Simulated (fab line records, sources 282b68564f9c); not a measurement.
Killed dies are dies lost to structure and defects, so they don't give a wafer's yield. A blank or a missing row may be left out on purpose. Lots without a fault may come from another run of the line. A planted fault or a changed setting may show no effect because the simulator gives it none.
fab line records | flow rit_cmos | part 2 of 2: steps 27 to 37 of 37
record lots=5 wafers=15 last_day=7
route steps=202 shown SDANNEAL@153 PSD@157 NSD@158 PLDD@159 NLDD@160 SILICIDE@161 CONTACT@168 M1@184
lots that met no fault: from a run of the same line without faults
start_h: hours from the record's first day to the start of the lot's first wafer shown | wait_h: hours since the lot's step before | " the same as in the row above | L1.1+2: a row that stands for several wafers | - no value, or no start given | * or withheld: withheld | < > ~ a bound
route shown NAME@n: a module of which the file shows steps, and the number in the route of the first | usual: mean/standard deviation of fault-free wafers | same: alike in all rows | chamber/n: place in a boat | sites: the reading at each site | _std_site: their standard deviation | _edge_site: outer sites' mean less inner sites' | radius_mm: how far each site lies from the wafer's centre | mask NAME#n: copy n | behind: the tool/chamber that last shaped the wafer | hold: why the lot was held/for how many hours/how that ended | device: the transistor (n, p or np) that didn't switch | end of line: the same wafers' tests at the end of the route | a step without rows: its recipe alone | killed: dies lost to structure and defects at the first sort, not the wafer's yield | map: a wafer's dies, x killed, . not, _ none there
set.NAME: the setting as run; set.NAME@STEP: as run at that earlier step | model.NAME: the simulator's own value behind a step, which no gauge read
lots at some steps of the route; a table a step, a row a wafer
services: from which hour (start_h, from the record's first day; less than 0 if before it) a tool's chamber was out of use, for how many hours, and why
## steps
# step RIT_CONTACT_ETCH_11
# recipe target_depth_a=4800 over_etch_frac=0.2 stop_on=TiSi2 chemistry=CHF3/CF4/Ar target=SiO2 CHF3_flow_sccm=50 cf4_flow_sccm=10 Ar_flow_sccm=100 O2_flow_sccm=5 pressure_mtorr=100 rf_w=195 time_s=320
# usual chamber_pressure_mTorr=100.00/0.087 drypump_motor_current_A=5.9/0.46 oes_product_au=0.989/0.022 throttle_valve_pct=8.85/0.16
# same time_s=320
# columns lot.wafer tool chamber start_h wait_h chamber_pressure_mTorr drypump_motor_current_A oes_product_au rf_hours_counter_h throttle_valve_pct
L077.1 rie_diel-04 2 76.71 0.1 100.03 5.7 0.957 7 8.83
L077.4 " 1 " " 99.83 5.2 0.989 40 8.57
L077.6 " 2 " " 99.97 5.7 0.955 - 8.85
L083.2 rie_diel-02 1 110.34 0.1 100.07 5.7 0.966 6 8.67
L083.4 " 3 " " 99.98 6.1 1.025 27 8.86
L083.5 " 1 " " 99.98 5.7 0.969 - 8.68
L088.3 rie_diel-01 1 128.36 0.1 100.10 6.2 0.963 9 9.13
L088.4 " 3 " " 100.10 5.0 1.005 3 8.82
L088.5 " 0 " " 99.98 6.5 0.999 - 8.67
L092.1 rie_diel-02 1 152.79 0.1 99.91 5.7 0.970 7 8.68
L092.3 " 2 " " 100.02 5.8 1.014 73 8.91
L092.4 " 3 " " 100.00 6.0 1.027 28 8.86
L093.1 rie_diel-01 3 155.03 0.1 100.19 5.0 1.015 3 8.81
L093.5 " 3 " " 99.96 5.0 1.002 - 8.83
L093.6 " 0 " " 99.83 6.5 1.001 - 8.65
# step RIT_CONTACT_STRIP_12
# recipe chemistry=O2 time_s=180 resist=NOVOLAK platen_temp_c=withheld power_w=500 pressure_mtorr=4000 o2_flow_sccm=4000
# usual chamber_pressure_mTorr=4000/3.8 drypump_motor_current_A=6.13/0.24 rf_refl_power_W=7.1/1.2
# same time_s=180
# columns lot.wafer tool chamber start_h wait_h chamber_pressure_mTorr drypump_motor_current_A rf_hours_counter_h rf_refl_power_W
L077.1 plasma_asher-02 0 76.91 0.1 4005 6.22 44 8.5
L077.4 " 0 " " 4004 6.23 - 8.3
L077.6 " 0 " " 4000 6.22 - 8.5
L083.2 plasma_asher-01 1 110.53 0.1 4001 6.35 45 6.5
L083.4 " 1 " " 3998 6.35 - 6.7
L083.5 " 1 " " 4006 6.34 - 6.7
L088.3 plasma_asher-02 0 128.61 0.2 4002 6.34 - 8.1
L088.4 " 1 " " 4002 6.29 - 5.7
L088.5 " 0 " " 4001 6.27 - 8.1
L092.1 plasma_asher-02 1 152.99 0.1 4001 6.28 6 5.6
L092.3 " 0 " " 3997 6.25 - 8.2
L092.4 " 1 " " 4001 6.25 - 5.5
L093.1 plasma_asher-02 1 155.23 0.1 4002 6.25 6 5.5
L093.5 " 1 " " 4001 6.21 - 5.6
L093.6 " 0 " " 4002 6.33 - 8.6
# step RIT_CONTACT_CD_MEAS_90
# recipe target_cd_nm=1000
# usual cd_nm=1000.4/2
# columns lot.wafer tool chamber start_h wait_h cd_nm
L077.1 cd_sem-01 - 77.08 0.1 998.2
L077.4 " - " " 998.1
L077.6 " - " " 997.1
L083.2 cd_sem-01 - 110.73 0.1 1000.8
L083.4 " - " " 1001.2
L083.5 " - " " 999.7
L088.3 cd_sem-01 - 128.77 0.1 1000.4
L088.4 " - " " 999.2
L088.5 " - " " 1000.1
L092.1 cd_sem-02 - 153.16 0.1 1000.6
L092.3 " - " " 999.6
L092.4 " - " " 999.4
L093.1 cd_sem-01 - 155.40 0.1 1002.6
L093.5 " - " " 1003.7
L093.6 " - " " 1002.1
# step RIT_CONTACT_CLEAN_13
# recipe chemistry=SC1 mix=3:3:50 time_s=600 temp_c=75
# same time_s=600
# columns lot.wafer tool chamber start_h wait_h
L077.1+4+6 wet_bench-02 3 77.37 0.3
L083.2+4+5 wet_bench-01 2 110.83 0.1
L088.3+4+5 wet_bench-03 3 128.85 0.1
L092.1+3+4 wet_bench-01 0 153.28 0.1
L093.1+5+6 wet_bench-02 0 155.52 0.1
# step RIT_CONTACT_CLEAN_14
# recipe chemistry=SC2 mix=3:3:50 time_s=600 temp_c=75 dry=n2_spin
# same time_s=600
# columns lot.wafer tool chamber start_h wait_h
L077.1+4+6 wet_bench-02 2 77.60 0.0
L083.2+4+5 wet_bench-02 2 111.02 0.0
L088.3+4+5 wet_bench-02 3 129.04 0.0
L092.1+3+4 wet_bench-03 2 153.46 0.0
L093.1+5+6 wet_bench-03 0 155.70 0.0
# step RIT_M1_SPUTTER_00
# recipe material=Al target_thk_nm=400 power_w=1934 chamber_pressure_pa=0.4 gas=Ar time_s=500 substrate_temp_c=25
# usual throttle_valve_pct=30.4/0.91
# same time_s=500
# columns lot.wafer tool chamber start_h wait_h throttle_valve_pct
L077.1 pvd_sputter-02 - 77.79 0.0 32.2
L077.4 " - " " 29.2
L077.6 " - " " 30.1
L083.2 pvd_sputter-01 - 111.19 0.0 30.7
L083.4 " - " " 31.3
L083.5 " - " " 30.8
L088.3 pvd_sputter-03 - 129.22 0.0 30.0
L088.4 " - " " 30.6
L088.5 " - " " 29.8
L092.1 pvd_sputter-02 - 153.63 0.0 31.9
L092.3 " - " " 29.4
L092.4 " - " " 30.9
L093.1 pvd_sputter-01 - 155.87 0.0 30.6
L093.5 " - " " 30.0
L093.6 " - " " 30.5
# step RIT_M1_RS_MEAS_01
# recipe thk_meas_gauge=four-point-probe reads=Al_of_M1_SPUTTER_00
# usual M1_AL_RS=0.0763/0.0008
# columns lot.wafer tool chamber start_h wait_h M1_AL_RS[ohm/sq]
L077.1 film_metro-03 - 78.38 0.3 0.0752
L077.4 " - " " 0.0762
L077.6 " - " " 0.0751
L083.2 film_metro-03 - 111.51 0.2 0.0760
L083.4 " - " " 0.0750
L083.5 " - " " 0.0758
L088.3 film_metro-01 - 129.55 0.2 0.0766
L088.4 " - " " 0.0778
L088.5 " - " " 0.0767
L092.1 film_metro-02 - 153.93 0.1 0.0762
L092.3 " - " " 0.0764
L092.4 " - " " 0.0767
L093.1 film_metro-03 - 156.17 0.1 0.0766
L093.5 " - " " 0.0771
L093.6 " - " " 0.0767
# step RIT_M1_THK_MEAS_02
# recipe thk_meas_gauge=xrf reads=Al_of_M1_SPUTTER_00
# usual M1_AL_THK=386/4.5
# columns lot.wafer tool chamber start_h wait_h M1_AL_THK[nm]
L077.1 film_metro-03 - 78.50 0.1 390
L077.4 " - " " 383
L077.6 " - " " 388
L083.2 film_metro-03 - 111.62 0.1 384
L083.4 " - " " 387
L083.5 " - " " 384
L088.3 film_metro-01 - 129.65 0.1 382
L088.4 " - " " 380
L088.5 " - " " 387
L092.1 film_metro-02 - 154.05 0.1 384
L092.3 " - " " 389
L092.4 " - " " 383
L093.1 film_metro-03 - 156.29 0.1 380
L093.5 " - " " 380
L093.6 " - " " 380
# step RIT_M1_HMDS_03
# recipe prime_time_s=60 prime_temp_c=140
# usual resist_line_temp_C=23.01/0.11
# columns lot.wafer tool chamber start_h wait_h resist_line_temp_C
L077.1 litho_track-01 0 78.62 0.1 22.99
L077.4 " 0 " " 22.91
L077.6 " 0 " " 22.88
L083.2 litho_track-03 0 111.69 0.1 23.15
L083.4 " 0 " " 23.02
L083.5 " 0 " " 23.13
L088.3 litho_track-01 0 129.74 0.1 22.88
L088.4 " 0 " " 22.87
L088.5 " 0 " " 22.95
L092.1 litho_track-03 0 154.11 0.1 23.15
L092.3 " 0 " " 23.10
L092.4 " 0 " " 23.09
L093.1 litho_track-03 0 156.35 0.1 22.85
L093.5 " 0 " " 23.00
L093.6 " 0 " " 23.21
# step RIT_M1_COAT_04
# recipe resist=NOVOLAK spin_rpm=2000 resist_thk_nm=1300
# usual resist_line_temp_C=23.02/0.09 spin_speed_rpm=2000.0/1.3
# columns lot.wafer tool chamber start_h wait_h resist_line_temp_C spin_speed_rpm
L077.1 litho_track-01 0 78.77 0.1 23.01 2000.3
L077.4 " 0 " " 23.00 2002.6
L077.6 " 0 " " 22.85 1999.2
L083.2 litho_track-03 0 111.84 0.1 23.06 1998.8
L083.4 " 0 " " 23.07 1999.2
L083.5 " 0 " " 23.06 1997.8
L088.3 litho_track-01 0 129.89 0.1 23.03 2001.3
L088.4 " 0 " " 23.05 1999.2
L088.5 " 0 " " 22.95 1999.5
L092.1 litho_track-03 0 154.26 0.1 23.03 1997.8
L092.3 " 0 " " 22.89 1998.2
L092.4 " 0 " " 22.95 1999.2
L093.1 litho_track-03 0 156.50 0.1 22.99 1998.7
L093.5 " 0 " " 23.15 1999.6
L093.6 " 0 " " 23.01 1999.7
# step RIT_M1_SOFTBAKE_05
# recipe resist=NOVOLAK temp_c=90 time_s=60
# usual resist_line_temp_C=23.02/0.12
# same time_s=60
# columns lot.wafer tool chamber start_h wait_h resist_line_temp_C
L077.1 litho_track-01 0 78.92 0.1 23.23
L077.4 " 0 " " 23.22
L077.6 " 0 " " 23.17
L083.2 litho_track-03 0 111.99 0.1 22.85
L083.4 " 0 " " 23.05
L083.5 " 0 " " 23.03
L088.3 litho_track-01 0 130.04 0.1 23.03
L088.4 " 0 " " 23.04
L088.5 " 0 " " 23.03
L092.1 litho_track-03 0 154.41 0.1 22.96
L092.3 " 0 " " 22.91
L092.4 " 0 " " 22.85
L093.1 litho_track-03 0 156.65 0.1 22.92
L093.5 " 0 " " 22.90
L093.6 " 0 " " 22.94
## services
# columns tool chamber start_h hours kind
pecvd-01 - 50.11 4.8 repair
rie_diel-04 3 52.55 3.8 repair
pecvd-03 1 53.60 11.8 repair
rie_diel-01 2 67.31 4.3 repair
pecvd-03 2 69.07 15.2 repair
plasma_asher-01 - 74.01 19.3 repair
rtp_anneal-01 - 79.63 5.0 pm
pvd_sputter-01 - 80.12 3.4 repair
pecvd-03 - 86.79 1.4 repair
pecvd-02 - 94.93 0.8 repair
wet_bench-03 - 105.54 1.9 repair
plasma_asher-02 - 108.75 9.0 pm
plasma_asher-02 0 108.75 9.0 vent_cycle
plasma_asher-02 1 108.75 9.0 vent_cycle
rie_diel-01 3 113.13 12.9 repair
plasma_asher-02 0 117.75 - clean
plasma_asher-02 1 117.75 - clean
rie_diel-04 2 121.33 7.5 repair
pecvd-02 - 128.43 2.8 pm
wet_bench-01 - 138.84 3.0 repair
rie_diel-04 0 140.55 - clean
rie_diel-04 0 140.55 24.1 scheduled_down
pvd_sputter-03 - 151.91 9.4 repair
rie_diel-02 - 154.74 1.4 repair
